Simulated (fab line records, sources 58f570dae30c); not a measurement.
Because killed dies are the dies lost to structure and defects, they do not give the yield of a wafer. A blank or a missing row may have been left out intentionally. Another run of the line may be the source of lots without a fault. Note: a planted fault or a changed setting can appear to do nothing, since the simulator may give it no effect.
Chamber matching + flow berkeleyCmos170 + rieDiel-04 running UCB170_ACTIVE_ETCH_15: 4 sister chambers
The step etches Si3N4 in CH3F/Ar/O2, stops on SiO2, target depth 242 nm, time 151 s. 7 wafers are shown with their chamber, then 7 later ones without.

WAFERS, EACH WITH ITS CHAMBER
| wafer  | chamber | throttleValvePct (%) | drypumpMotorCurrentA (A) |
|--------|---------|----------------------|--------------------------|
| L245.4 | 1       | 8.25                 | 5.6                      |
| L245.6 | 0       | 8.08                 | 5.6                      |
| L249.1 | 3       | 8.13                 | 5.8                      |
| L249.2 | 0       | 8.09                 | 5.5                      |
| L249.3 | 2       | 8.20                 | 5.8                      |
| L250.1 | 1       | 8.27                 | 5.6                      |
| L250.2 | 3       | 8.11                 | 5.8                      |

WAFERS WITHOUT THEIR CHAMBER
| wafer  | throttleValvePct (%) | drypumpMotorCurrentA (A) |
|--------|----------------------|--------------------------|
| L250.5 | 8.09                 | 5.6                      |
| L256.1 | 8.13                 | 5.8                      |
| L256.5 | 8.25                 | 5.6                      |
| L256.6 | 8.07                 | 5.6                      |
| L257.3 | 8.18                 | 5.9                      |
| L257.4 | 8.09                 | 5.5                      |
| L257.5 | 8.09                 | 5.6                      |

WHICH CHAMBER EACH ONE RAN IN
| wafer  | from the rows above | in truth |
|--------|---------------------|----------|
| L250.5 | 0                   | 0        |
| L256.1 | 3                   | 3        |
| L256.5 | 1                   | 1        |
| L256.6 | 0                   | 0        |
| L257.3 | 2                   | 2        |
| L257.4 | 0                   | 0        |
| L257.5 | 0                   | 0        |
Correctly placed: 7 of 7. Not placeable from these rows: 0. Placed wrongly: 0.
How it was worked out, from the rows above alone: a wafer's distance from a chamber is the root of the sum, over the readings, of the square of ((its reading less the chamber's mean) divided by the reading's scatter). If the next closest chamber is less than 2 further off than the closest, the wafer can't be placed; otherwise it belongs to the closest. The mean given for a chamber averages the wafers shown for that chamber. The scatter: the root of (the sum of the squares of (reading less its chamber's mean) over the shown wafers, divided by (wafers less chambers)).
